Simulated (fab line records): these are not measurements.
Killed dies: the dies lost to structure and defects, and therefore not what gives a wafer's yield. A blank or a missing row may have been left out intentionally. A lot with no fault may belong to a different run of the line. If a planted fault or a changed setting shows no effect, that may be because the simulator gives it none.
fab line records || flow ritCmos
[record] {"lots": 14, "wafers": 42, "lastDay": 7}
route steps=202 shown ACTIVE@12 FOX2@25 PSD@148 M1@185
lots with no fault: from the same line, run without faults
startH: hours from the record's opening day to when the first of the lot's shown wafers began || waitH: hours elapsed since this lot's preceding step || " as in the row above || L1.1+2: a row that stands for several wafers || - no value, or no start was given || * or withheld: withheld || < > ~ a bound
route shown NAME@n: a module of which the file shows steps, and the number in the route of the first || usual: average and standard deviation across the fault-free wafers || same: alike in all rows || chamber/n: place in a boat || sites: each site's reading || _std_site: their standard deviation || _edge_site: the outer-site mean with the inner-site mean subtracted || radiusMm: for every site, how far away it sits from the centre of the wafer || mask NAME#n: copy n || behind: tool/chamber where the wafer was last shaped || hold: what put the lot on hold/how long, in hours/how the hold closed || device: which transistor (n, p or np) failed to switch || end of line: the route-end tests of the same wafers || where a step has no rows: the recipe by itself || killed: dies that structure and defects cost at the first sort, which is not the same as the wafer's yield || map: per-die view of a wafer (x killed, . not killed, _ where there is no die)
set.NAME: setting as actually run; set.NAME@STEP: the setting as run at that earlier step || model.NAME: the simulator's own value behind a step, which no gauge read
the route's steps for a sample of lots (tables are steps, rows are wafers)
services: the hour from which a tool's chamber was out of use, counted from the record's first day as startH (under 0 if before that day), plus the number of hours and why
[[steps]]
[step RIT_ACTIVE_CD_MEAS_11]
[recipe] {"targetCdNm": 1400}
[usual] {"cdNm": "1400.5/1.9"}
{"lot.wafer": "L123.3", "tool": "cdSem-01", "chamber": "-", "startH": 14.60, "waitH": "-", "cdNm": 1400.9}
{"lot.wafer": "L123.5", "tool": "cdSem-01", "chamber": "-", "startH": 14.60, "waitH": "-", "cdNm": 1400.7}
{"lot.wafer": "L123.6", "tool": "cdSem-01", "chamber": "-", "startH": 14.60, "waitH": "-", "cdNm": 1402.5}
{"lot.wafer": "L125.2", "tool": "cdSem-01", "chamber": "-", "startH": 24.46, "waitH": "-", "cdNm": 1400.2}
{"lot.wafer": "L125.3", "tool": "cdSem-01", "chamber": "-", "startH": 24.46, "waitH": "-", "cdNm": 1401.7}
{"lot.wafer": "L125.6", "tool": "cdSem-01", "chamber": "-", "startH": 24.46, "waitH": "-", "cdNm": 1402.4}
{"lot.wafer": "L126.1", "tool": "cdSem-01", "chamber": "-", "startH": 29.79, "waitH": "-", "cdNm": 1399.1}
{"lot.wafer": "L126.3", "tool": "cdSem-01", "chamber": "-", "startH": 29.79, "waitH": "-", "cdNm": 1398.3}
{"lot.wafer": "L126.6", "tool": "cdSem-01", "chamber": "-", "startH": 29.79, "waitH": "-", "cdNm": 1399.0}
{"lot.wafer": "L127.2", "tool": "cdSem-02", "chamber": "-", "startH": 38.49, "waitH": "-", "cdNm": 1398.4}
{"lot.wafer": "L127.3", "tool": "cdSem-02", "chamber": "-", "startH": 38.49, "waitH": "-", "cdNm": 1399.0}
{"lot.wafer": "L127.4", "tool": "cdSem-02", "chamber": "-", "startH": 38.49, "waitH": "-", "cdNm": 1398.2}
{"lot.wafer": "L129.3", "tool": "cdSem-02", "chamber": "-", "startH": 45.70, "waitH": "-", "cdNm": 1400.9}
{"lot.wafer": "L129.4", "tool": "cdSem-02", "chamber": "-", "startH": 45.70, "waitH": "-", "cdNm": 1403.2}
{"lot.wafer": "L129.6", "tool": "cdSem-02", "chamber": "-", "startH": 45.70, "waitH": "-", "cdNm": 1401.0}
{"lot.wafer": "L136.4", "tool": "cdSem-01", "chamber": "-", "startH": 79.53, "waitH": "-", "cdNm": 1401.6}
{"lot.wafer": "L136.5", "tool": "cdSem-01", "chamber": "-", "startH": 79.53, "waitH": "-", "cdNm": 1400.8}
{"lot.wafer": "L136.6", "tool": "cdSem-01", "chamber": "-", "startH": 79.53, "waitH": "-", "cdNm": 1403.0}
{"lot.wafer": "L137.2", "tool": "cdSem-02", "chamber": "-", "startH": 84.81, "waitH": "-", "cdNm": 1401.3}
{"lot.wafer": "L137.5", "tool": "cdSem-02", "chamber": "-", "startH": 84.81, "waitH": "-", "cdNm": 1400.7}
{"lot.wafer": "L137.6", "tool": "cdSem-02", "chamber": "-", "startH": 84.81, "waitH": "-", "cdNm": 1401.4}
{"lot.wafer": "L140.2", "tool": "cdSem-01", "chamber": "-", "startH": 99.58, "waitH": "-", "cdNm": 1400.4}
{"lot.wafer": "L140.3", "tool": "cdSem-01", "chamber": "-", "startH": 99.58, "waitH": "-", "cdNm": 1401.5}
{"lot.wafer": "L140.4", "tool": "cdSem-01", "chamber": "-", "startH": 99.58, "waitH": "-", "cdNm": 1399.3}
{"lot.wafer": "L141.1", "tool": "cdSem-01", "chamber": "-", "startH": 104.56, "waitH": "-", "cdNm": 1401.8}
{"lot.wafer": "L141.4", "tool": "cdSem-01", "chamber": "-", "startH": 104.56, "waitH": "-", "cdNm": 1400.6}
{"lot.wafer": "L141.5", "tool": "cdSem-01", "chamber": "-", "startH": 104.56, "waitH": "-", "cdNm": 1401.6}
{"lot.wafer": "L142.1", "tool": "cdSem-01", "chamber": "-", "startH": 109.56, "waitH": "-", "cdNm": 1403.4}
{"lot.wafer": "L142.3", "tool": "cdSem-01", "chamber": "-", "startH": 109.56, "waitH": "-", "cdNm": 1402.3}
{"lot.wafer": "L142.6", "tool": "cdSem-01", "chamber": "-", "startH": 109.56, "waitH": "-", "cdNm": 1401.0}
{"lot.wafer": "L143.2", "tool": "cdSem-01", "chamber": "-", "startH": 114.46, "waitH": "-", "cdNm": 1399.1}
{"lot.wafer": "L143.5", "tool": "cdSem-01", "chamber": "-", "startH": 114.46, "waitH": "-", "cdNm": 1399.2}
{"lot.wafer": "L143.6", "tool": "cdSem-01", "chamber": "-", "startH": 114.46, "waitH": "-", "cdNm": 1399.8}
{"lot.wafer": "L144.3", "tool": "cdSem-02", "chamber": "-", "startH": 119.64, "waitH": "-", "cdNm": 1399.0}
{"lot.wafer": "L144.4", "tool": "cdSem-02", "chamber": "-", "startH": 119.64, "waitH": "-", "cdNm": 1397.1}
{"lot.wafer": "L144.6", "tool": "cdSem-02", "chamber": "-", "startH": 119.64, "waitH": "-", "cdNm": 1399.3}
{"lot.wafer": "L145.1", "tool": "cdSem-01", "chamber": "-", "startH": 124.56, "waitH": "-", "cdNm": 1402.5}
{"lot.wafer": "L145.4", "tool": "cdSem-01", "chamber": "-", "startH": 124.56, "waitH": "-", "cdNm": 1405.5}
{"lot.wafer": "L145.6", "tool": "cdSem-01", "chamber": "-", "startH": 124.56, "waitH": "-", "cdNm": 1403.8}
{"lot.wafer": "L146.1", "tool": "cdSem-02", "chamber": "-", "startH": 129.44, "waitH": "-", "cdNm": 1400.0}
{"lot.wafer": "L146.2", "tool": "cdSem-02", "chamber": "-", "startH": 129.44, "waitH": "-", "cdNm": 1397.8}
{"lot.wafer": "L146.6", "tool": "cdSem-02", "chamber": "-", "startH": 129.44, "waitH": "-", "cdNm": 1400.1}
[step RIT_FOX2_CLEAN_02]
[recipe] {"chemistry": "dHF", "dilution": "50:1", "timeS": 176.3}
[usual] {"runLengthS": "207.5/1.7", "timeS": "176.3/0"}
{"lot.wafer": "L123.3", "tool": "wetBench-03", "chamber": 3, "startH": 18.67, "waitH": 0.0, "runLengthS": 204.8, "timeS": 176.3}
{"lot.wafer": "L123.5", "tool": "wetBench-03", "chamber": 3, "startH": 18.67, "waitH": 0.0, "runLengthS": 204.8, "timeS": 176.3}
{"lot.wafer": "L123.6", "tool": "wetBench-03", "chamber": 3, "startH": 18.67, "waitH": 0.0, "runLengthS": 204.8, "timeS": 176.3}
{"lot.wafer": "L125.2", "tool": "wetBench-03", "chamber": 3, "startH": 31.62, "waitH": 0.0, "runLengthS": 204.2, "timeS": 176.3}
{"lot.wafer": "L125.3", "tool": "wetBench-03", "chamber": 3, "startH": 31.62, "waitH": 0.0, "runLengthS": 204.2, "timeS": 176.3}
{"lot.wafer": "L125.6", "tool": "wetBench-03", "chamber": 3, "startH": 31.62, "waitH": 0.0, "runLengthS": 204.2, "timeS": 176.3}
{"lot.wafer": "L126.1", "tool": "wetBench-01", "chamber": 0, "startH": 38.76, "waitH": 0.1, "runLengthS": 208.3, "timeS": 176.3}
{"lot.wafer": "L126.3", "tool": "wetBench-01", "chamber": 0, "startH": 38.76, "waitH": 0.1, "runLengthS": 208.3, "timeS": 176.3}
{"lot.wafer": "L126.6", "tool": "wetBench-01", "chamber": 0, "startH": 38.76, "waitH": 0.1, "runLengthS": 208.3, "timeS": 176.3}
{"lot.wafer": "L127.2", "tool": "wetBench-03", "chamber": 0, "startH": 45.15, "waitH": 0.0, "runLengthS": 208.2, "timeS": 176.3}
{"lot.wafer": "L127.3", "tool": "wetBench-03", "chamber": 0, "startH": 45.15, "waitH": 0.0, "runLengthS": 208.2, "timeS": 176.3}
{"lot.wafer": "L127.4", "tool": "wetBench-03", "chamber": 0, "startH": 45.15, "waitH": 0.0, "runLengthS": 208.2, "timeS": 176.3}
{"lot.wafer": "L129.3", "tool": "wetBench-01", "chamber": 3, "startH": 50.80, "waitH": 0.0, "runLengthS": 208.8, "timeS": 176.3}
{"lot.wafer": "L129.4", "tool": "wetBench-01", "chamber": 3, "startH": 50.80, "waitH": 0.0, "runLengthS": 208.8, "timeS": 176.3}
{"lot.wafer": "L129.6", "tool": "wetBench-01", "chamber": 3, "startH": 50.80, "waitH": 0.0, "runLengthS": 208.8, "timeS": 176.3}
{"lot.wafer": "L136.4", "tool": "wetBench-01", "chamber": 2, "startH": 83.75, "waitH": 0.0, "runLengthS": "-", "timeS": "-"}
{"lot.wafer": "L136.5", "tool": "wetBench-01", "chamber": 2, "startH": 83.75, "waitH": 0.0, "runLengthS": "-", "timeS": "-"}
{"lot.wafer": "L136.6", "tool": "wetBench-01", "chamber": 2, "startH": 83.75, "waitH": 0.0, "runLengthS": "-", "timeS": "-"}
{"lot.wafer": "L137.2", "tool": "wetBench-01", "chamber": 3, "startH": 90.03, "waitH": 0.0, "runLengthS": "-", "timeS": "-"}
{"lot.wafer": "L137.5", "tool": "wetBench-01", "chamber": 3, "startH": 90.03, "waitH": 0.0, "runLengthS": "-", "timeS": "-"}
{"lot.wafer": "L137.6", "tool": "wetBench-01", "chamber": 3, "startH": 90.03, "waitH": 0.0, "runLengthS": "-", "timeS": "-"}
{"lot.wafer": "L140.2", "tool": "wetBench-01", "chamber": 2, "startH": 103.57, "waitH": 0.0, "runLengthS": 207.6, "timeS": 176.3}
{"lot.wafer": "L140.3", "tool": "wetBench-01", "chamber": 2, "startH": 103.57, "waitH": 0.0, "runLengthS": 207.6, "timeS": 176.3}
{"lot.wafer": "L140.4", "tool": "wetBench-01", "chamber": 2, "startH": 103.57, "waitH": 0.0, "runLengthS": 207.6, "timeS": 176.3}
{"lot.wafer": "L141.1", "tool": "wetBench-03", "chamber": 1, "startH": 108.55, "waitH": 0.1, "runLengthS": 205.9, "timeS": 176.3}
{"lot.wafer": "L141.4", "tool": "wetBench-03", "chamber": 1, "startH": 108.55, "waitH": 0.1, "runLengthS": 205.9, "timeS": 176.3}
{"lot.wafer": "L141.5", "tool": "wetBench-03", "chamber": 1, "startH": 108.55, "waitH": 0.1, "runLengthS": 205.9, "timeS": 176.3}
{"lot.wafer": "L142.1", "tool": "wetBench-02", "chamber": 0, "startH": 114.80, "waitH": 0.1, "runLengthS": 210.6, "timeS": 176.3}
{"lot.wafer": "L142.3", "tool": "wetBench-02", "chamber": 0, "startH": 114.80, "waitH": 0.1, "runLengthS": 210.6, "timeS": 176.3}
{"lot.wafer": "L142.6", "tool": "wetBench-02", "chamber": 0, "startH": 114.80, "waitH": 0.1, "runLengthS": 210.6, "timeS": 176.3}
{"lot.wafer": "L143.2", "tool": "wetBench-03", "chamber": 2, "startH": 118.44, "waitH": 0.0, "runLengthS": 210.0, "timeS": 176.3}
{"lot.wafer": "L143.5", "tool": "wetBench-03", "chamber": 2, "startH": 118.44, "waitH": 0.0, "runLengthS": 210.0, "timeS": 176.3}
{"lot.wafer": "L143.6", "tool": "wetBench-03", "chamber": 2, "startH": 118.44, "waitH": 0.0, "runLengthS": 210.0, "timeS": 176.3}
{"lot.wafer": "L144.3", "tool": "wetBench-03", "chamber": 0, "startH": 124.50, "waitH": 0.0, "runLengthS": 206.9, "timeS": 176.3}
{"lot.wafer": "L144.4", "tool": "wetBench-03", "chamber": 0, "startH": 124.50, "waitH": 0.0, "runLengthS": 206.9, "timeS": 176.3}
{"lot.wafer": "L144.6", "tool": "wetBench-03", "chamber": 0, "startH": 124.50, "waitH": 0.0, "runLengthS": 206.9, "timeS": 176.3}
{"lot.wafer": "L145.1", "tool": "wetBench-03", "chamber": 2, "startH": 128.49, "waitH": 0.1, "runLengthS": 206.7, "timeS": 176.3}
{"lot.wafer": "L145.4", "tool": "wetBench-03", "chamber": 2, "startH": 128.49, "waitH": 0.1, "runLengthS": 206.7, "timeS": 176.3}
{"lot.wafer": "L145.6", "tool": "wetBench-03", "chamber": 2, "startH": 128.49, "waitH": 0.1, "runLengthS": 206.7, "timeS": 176.3}
{"lot.wafer": "L146.1", "tool": "wetBench-02", "chamber": 2, "startH": 133.43, "waitH": 0.1, "runLengthS": 208.3, "timeS": 176.3}
{"lot.wafer": "L146.2", "tool": "wetBench-02", "chamber": 2, "startH": 133.43, "waitH": 0.1, "runLengthS": 208.3, "timeS": 176.3}
{"lot.wafer": "L146.6", "tool": "wetBench-02", "chamber": 2, "startH": 133.43, "waitH": 0.1, "runLengthS": 208.3, "timeS": 176.3}
[step RIT_PSD_OVL_MEAS_06]
[usual] {"PSD_OVL": "0.3/1.6"}
{"lot.wafer": "L123.3", "tool": "overlay-02", "chamber": "-", "startH": 54.17, "waitH": "-", "PSD_OVL[nm]": -1.5}
{"lot.wafer": "L123.5", "tool": "overlay-02", "chamber": "-", "startH": 54.17, "waitH": "-", "PSD_OVL[nm]": -1.6}
{"lot.wafer": "L123.6", "tool": "overlay-02", "chamber": "-", "startH": 54.17, "waitH": "-", "PSD_OVL[nm]": -1.3}
{"lot.wafer": "L125.2", "tool": "overlay-02", "chamber": "-", "startH": 64.00, "waitH": "-", "PSD_OVL[nm]": 0.9}
{"lot.wafer": "L125.3", "tool": "overlay-02", "chamber": "-", "startH": 64.00, "waitH": "-", "PSD_OVL[nm]": -1.3}
{"lot.wafer": "L125.6", "tool": "overlay-02", "chamber": "-", "startH": 64.00, "waitH": "-", "PSD_OVL[nm]": 1.4}
{"lot.wafer": "L126.1", "tool": "overlay-01", "chamber": "-", "startH": 70.57, "waitH": "-", "PSD_OVL[nm]": 2.5}
{"lot.wafer": "L126.3", "tool": "overlay-01", "chamber": "-", "startH": 70.57, "waitH": "-", "PSD_OVL[nm]": 2.5}
{"lot.wafer": "L126.6", "tool": "overlay-01", "chamber": "-", "startH": 70.57, "waitH": "-", "PSD_OVL[nm]": 2.2}
{"lot.wafer": "L127.2", "tool": "overlay-01", "chamber": "-", "startH": 77.72, "waitH": "-", "PSD_OVL[nm]": 0.2}
{"lot.wafer": "L127.3", "tool": "overlay-01", "chamber": "-", "startH": 77.72, "waitH": "-", "PSD_OVL[nm]": 1.9}
{"lot.wafer": "L127.4", "tool": "overlay-01", "chamber": "-", "startH": 77.72, "waitH": "-", "PSD_OVL[nm]": 0.8}
{"lot.wafer": "L129.3", "tool": "overlay-01", "chamber": "-", "startH": 80.79, "waitH": "-", "PSD_OVL[nm]": 2.1}
{"lot.wafer": "L129.4", "tool": "overlay-01", "chamber": "-", "startH": 80.79, "waitH": "-", "PSD_OVL[nm]": 1.8}
{"lot.wafer": "L129.6", "tool": "overlay-01", "chamber": "-", "startH": 80.79, "waitH": "-", "PSD_OVL[nm]": 0.3}
{"lot.wafer": "L136.4", "tool": "overlay-01", "chamber": "-", "startH": 113.07, "waitH": "-", "PSD_OVL[nm]": 3.1}
{"lot.wafer": "L136.5", "tool": "overlay-01", "chamber": "-", "startH": 113.07, "waitH": "-", "PSD_OVL[nm]": 4.1}
{"lot.wafer": "L136.6", "tool": "overlay-01", "chamber": "-", "startH": 113.07, "waitH": "-", "PSD_OVL[nm]": 0.9}
{"lot.wafer": "L137.2", "tool": "overlay-02", "chamber": "-", "startH": 119.99, "waitH": "-", "PSD_OVL[nm]": -1.2}
{"lot.wafer": "L137.5", "tool": "overlay-02", "chamber": "-", "startH": 119.99, "waitH": "-", "PSD_OVL[nm]": -0.2}
{"lot.wafer": "L137.6", "tool": "overlay-02", "chamber": "-", "startH": 119.99, "waitH": "-", "PSD_OVL[nm]": -0.4}
{"lot.wafer": "L140.2", "tool": "overlay-01", "chamber": "-", "startH": 132.50, "waitH": "-", "PSD_OVL[nm]": -1.3}
{"lot.wafer": "L140.3", "tool": "overlay-01", "chamber": "-", "startH": 132.50, "waitH": "-", "PSD_OVL[nm]": -0.7}
{"lot.wafer": "L140.4", "tool": "overlay-01", "chamber": "-", "startH": 132.50, "waitH": "-", "PSD_OVL[nm]": -0.6}
{"lot.wafer": "L141.1", "tool": "overlay-02", "chamber": "-", "startH": 139.28, "waitH": "-", "PSD_OVL[nm]": -0.2}
{"lot.wafer": "L141.4", "tool": "overlay-02", "chamber": "-", "startH": 139.28, "waitH": "-", "PSD_OVL[nm]": 0.0}
{"lot.wafer": "L141.5", "tool": "overlay-02", "chamber": "-", "startH": 139.28, "waitH": "-", "PSD_OVL[nm]": 1.2}
{"lot.wafer": "L142.1", "tool": "overlay-02", "chamber": "-", "startH": 143.97, "waitH": "-", "PSD_OVL[nm]": 1.7}
{"lot.wafer": "L142.3", "tool": "overlay-02", "chamber": "-", "startH": 143.97, "waitH": "-", "PSD_OVL[nm]": 3.6}
{"lot.wafer": "L142.6", "tool": "overlay-02", "chamber": "-", "startH": 143.97, "waitH": "-", "PSD_OVL[nm]": 0.9}
{"lot.wafer": "L143.2", "tool": "overlay-01", "chamber": "-", "startH": 149.42, "waitH": "-", "PSD_OVL[nm]": 2.1}
{"lot.wafer": "L143.5", "tool": "overlay-01", "chamber": "-", "startH": 149.42, "waitH": "-", "PSD_OVL[nm]": 0.0}
{"lot.wafer": "L143.6", "tool": "overlay-01", "chamber": "-", "startH": 149.42, "waitH": "-", "PSD_OVL[nm]": 0.4}
{"lot.wafer": "L144.3", "tool": "overlay-01", "chamber": "-", "startH": 155.71, "waitH": "-", "PSD_OVL[nm]": 2.5}
{"lot.wafer": "L144.4", "tool": "overlay-01", "chamber": "-", "startH": 155.71, "waitH": "-", "PSD_OVL[nm]": 3.5}
{"lot.wafer": "L144.6", "tool": "overlay-01", "chamber": "-", "startH": 155.71, "waitH": "-", "PSD_OVL[nm]": 2.6}
{"lot.wafer": "L145.1", "tool": "overlay-01", "chamber": "-", "startH": 160.32, "waitH": "-", "PSD_OVL[nm]": -1.0}
{"lot.wafer": "L145.4", "tool": "overlay-01", "chamber": "-", "startH": 160.32, "waitH": "-", "PSD_OVL[nm]": 1.7}
{"lot.wafer": "L145.6", "tool": "overlay-01", "chamber": "-", "startH": 160.32, "waitH": "-", "PSD_OVL[nm]": 0.9}
{"lot.wafer": "L146.1", "tool": "overlay-02", "chamber": "-", "startH": 163.93, "waitH": "-", "PSD_OVL[nm]": -2.8}
{"lot.wafer": "L146.2", "tool": "overlay-02", "chamber": "-", "startH": 163.93, "waitH": "-", "PSD_OVL[nm]": -0.9}
{"lot.wafer": "L146.6", "tool": "overlay-02", "chamber": "-", "startH": 163.93, "waitH": "-", "PSD_OVL[nm]": -0.7}
[step RIT_M1_RS_MEAS_01]
[recipe] {"thkMeasGauge": "four-point-probe", "reads": "Al_of_M1_SPUTTER_00"}
[usual] {"M1_AL_RS": "0.0731/0.00069"}
{"lot.wafer": "L123.3", "tool": "filmMetro-02", "chamber": "-", "startH": 58.82, "waitH": 0.2, "M1_AL_RS[ohm/sq]": 0.0721}
{"lot.wafer": "L123.5", "tool": "filmMetro-02", "chamber": "-", "startH": 58.82, "waitH": 0.2, "M1_AL_RS[ohm/sq]": 0.0731}
{"lot.wafer": "L123.6", "tool": "filmMetro-02", "chamber": "-", "startH": 58.82, "waitH": 0.2, "M1_AL_RS[ohm/sq]": 0.0732}
{"lot.wafer": "L125.2", "tool": "filmMetro-02", "chamber": "-", "startH": 69.31, "waitH": 0.2, "M1_AL_RS[ohm/sq]": 0.0738}
{"lot.wafer": "L125.3", "tool": "filmMetro-02", "chamber": "-", "startH": 69.31, "waitH": 0.2, "M1_AL_RS[ohm/sq]": 0.0735}
{"lot.wafer": "L125.6", "tool": "filmMetro-02", "chamber": "-", "startH": 69.31, "waitH": 0.2, "M1_AL_RS[ohm/sq]": 0.0746}
{"lot.wafer": "L126.1", "tool": "filmMetro-04", "chamber": "-", "startH": 75.46, "waitH": 0.1, "M1_AL_RS[ohm/sq]": 0.0728}
{"lot.wafer": "L126.3", "tool": "filmMetro-04", "chamber": "-", "startH": 75.46, "waitH": 0.1, "M1_AL_RS[ohm/sq]": 0.0731}
{"lot.wafer": "L126.6", "tool": "filmMetro-04", "chamber": "-", "startH": 75.46, "waitH": 0.1, "M1_AL_RS[ohm/sq]": 0.0727}
{"lot.wafer": "L127.2", "tool": "filmMetro-02", "chamber": "-", "startH": 82.55, "waitH": 0.2, "M1_AL_RS[ohm/sq]": 0.0732}
{"lot.wafer": "L127.3", "tool": "filmMetro-02", "chamber": "-", "startH": 82.55, "waitH": 0.2, "M1_AL_RS[ohm/sq]": 0.0736}
{"lot.wafer": "L127.4", "tool": "filmMetro-02", "chamber": "-", "startH": 82.55, "waitH": 0.2, "M1_AL_RS[ohm/sq]": 0.0736}
{"lot.wafer": "L129.3", "tool": "filmMetro-04", "chamber": "-", "startH": 85.88, "waitH": 0.2, "M1_AL_RS[ohm/sq]": 0.0727}
{"lot.wafer": "L129.4", "tool": "filmMetro-04", "chamber": "-", "startH": 85.88, "waitH": 0.2, "M1_AL_RS[ohm/sq]": 0.0736}
{"lot.wafer": "L129.6", "tool": "filmMetro-04", "chamber": "-", "startH": 85.88, "waitH": 0.2, "M1_AL_RS[ohm/sq]": 0.0729}
{"lot.wafer": "L136.4", "tool": "filmMetro-01", "chamber": "-", "startH": 117.82, "waitH": 0.2, "M1_AL_RS[ohm/sq]": 0.0732}
{"lot.wafer": "L136.5", "tool": "filmMetro-01", "chamber": "-", "startH": 117.82, "waitH": 0.2, "M1_AL_RS[ohm/sq]": 0.0731}
{"lot.wafer": "L136.6", "tool": "filmMetro-01", "chamber": "-", "startH": 117.82, "waitH": 0.2, "M1_AL_RS[ohm/sq]": 0.0724}
{"lot.wafer": "L137.2", "tool": "filmMetro-02", "chamber": "-", "startH": 124.54, "waitH": 0.2, "M1_AL_RS[ohm/sq]": 0.0717}
{"lot.wafer": "L137.5", "tool": "filmMetro-02", "chamber": "-", "startH": 124.54, "waitH": 0.2, "M1_AL_RS[ohm/sq]": 0.0728}
{"lot.wafer": "L137.6", "tool": "filmMetro-02", "chamber": "-", "startH": 124.54, "waitH": 0.2, "M1_AL_RS[ohm/sq]": 0.0724}
{"lot.wafer": "L140.2", "tool": "filmMetro-01", "chamber": "-", "startH": 137.02, "waitH": 0.2, "M1_AL_RS[ohm/sq]": 0.0737}
{"lot.wafer": "L140.3", "tool": "filmMetro-01", "chamber": "-", "startH": 137.02, "waitH": 0.2, "M1_AL_RS[ohm/sq]": 0.0725}
{"lot.wafer": "L140.4", "tool": "filmMetro-01", "chamber": "-", "startH": 137.02, "waitH": 0.2, "M1_AL_RS[ohm/sq]": 0.0731}
{"lot.wafer": "L141.1", "tool": "filmMetro-02", "chamber": "-", "startH": 144.00, "waitH": 0.1, "M1_AL_RS[ohm/sq]": 0.0737}
{"lot.wafer": "L141.4", "tool": "filmMetro-02", "chamber": "-", "startH": 144.00, "waitH": 0.1, "M1_AL_RS[ohm/sq]": 0.0733}
{"lot.wafer": "L141.5", "tool": "filmMetro-02", "chamber": "-", "startH": 144.00, "waitH": 0.1, "M1_AL_RS[ohm/sq]": 0.0734}
{"lot.wafer": "L142.1", "tool": "filmMetro-01", "chamber": "-", "startH": 148.71, "waitH": 0.1, "M1_AL_RS[ohm/sq]": 0.0714}
{"lot.wafer": "L142.3", "tool": "filmMetro-01", "chamber": "-", "startH": 148.71, "waitH": 0.1, "M1_AL_RS[ohm/sq]": 0.0724}
{"lot.wafer": "L142.6", "tool": "filmMetro-01", "chamber": "-", "startH": 148.71, "waitH": 0.1, "M1_AL_RS[ohm/sq]": 0.0726}
{"lot.wafer": "L143.2", "tool": "filmMetro-01", "chamber": "-", "startH": 154.47, "waitH": 0.2, "M1_AL_RS[ohm/sq]": 0.0721}
{"lot.wafer": "L143.5", "tool": "filmMetro-01", "chamber": "-", "startH": 154.47, "waitH": 0.2, "M1_AL_RS[ohm/sq]": 0.0719}
{"lot.wafer": "L143.6", "tool": "filmMetro-01", "chamber": "-", "startH": 154.47, "waitH": 0.2, "M1_AL_RS[ohm/sq]": 0.0730}
{"lot.wafer": "L144.3", "tool": "filmMetro-01", "chamber": "-", "startH": 160.43, "waitH": 0.2, "M1_AL_RS[ohm/sq]": 0.0739}
{"lot.wafer": "L144.4", "tool": "filmMetro-01", "chamber": "-", "startH": 160.43, "waitH": 0.2, "M1_AL_RS[ohm/sq]": 0.0738}
{"lot.wafer": "L144.6", "tool": "filmMetro-01", "chamber": "-", "startH": 160.43, "waitH": 0.2, "M1_AL_RS[ohm/sq]": 0.0742}
{"lot.wafer": "L145.1", "tool": "filmMetro-01", "chamber": "-", "startH": 164.91, "waitH": 0.1, "M1_AL_RS[ohm/sq]": 0.0723}
{"lot.wafer": "L145.4", "tool": "filmMetro-01", "chamber": "-", "startH": 164.91, "waitH": 0.1, "M1_AL_RS[ohm/sq]": 0.0731}
{"lot.wafer": "L145.6", "tool": "filmMetro-01", "chamber": "-", "startH": 164.91, "waitH": 0.1, "M1_AL_RS[ohm/sq]": 0.0727}
{"lot.wafer": "L146.1", "tool": "filmMetro-04", "chamber": "-", "startH": 168.61, "waitH": 0.1, "M1_AL_RS[ohm/sq]": 0.0725}
{"lot.wafer": "L146.2", "tool": "filmMetro-04", "chamber": "-", "startH": 168.61, "waitH": 0.1, "M1_AL_RS[ohm/sq]": 0.0727}
{"lot.wafer": "L146.6", "tool": "filmMetro-04", "chamber": "-", "startH": 168.61, "waitH": 0.1, "M1_AL_RS[ohm/sq]": 0.0735}
[[services]]
{"tool": "wetBench-03", "chamber": "-", "startH": 46.26, "hours": 23.1, "kind": "pm"}
[[key]]
[firstSign] {"step": "RIT_FOX2_CLEAN_02", "reading": "toolRecord", "direction": "missing"}
effect none on later readings
metAt RIT_FOX2_CLEAN_02
struckLots L136,L137
sortLeftOut L136.4,L136.5,L136.6,L137.2,L137.5,L137.6
testerLeftOut L136,L137
notActingAt RIT_ACTIVE_CD_MEAS_11,RIT_PSD_OVL_MEAS_06,RIT_M1_RS_MEAS_01
onsetBetween 50.80 83.75
[fault] {"kind": "skippedStepWhole", "tool": "wetBench-01", "chamber": "-", "onsetH": 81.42, "steps": "RIT_FOX2_CLEAN_02", "scope": "struckLotsOnly"}
// testerLeftOut: of these lots the tester's yield and bins aren't shown, on N5 and GAA mostly nor the transistor test; their killed dies are dies lost to structure and defects alone, not to doping, threshold or leakage, so they don't give the yield
// sortLeftOut: the simulated sort isn't trusted on such a fault, so these wafers' sort isn't shown, and their yield isn't known
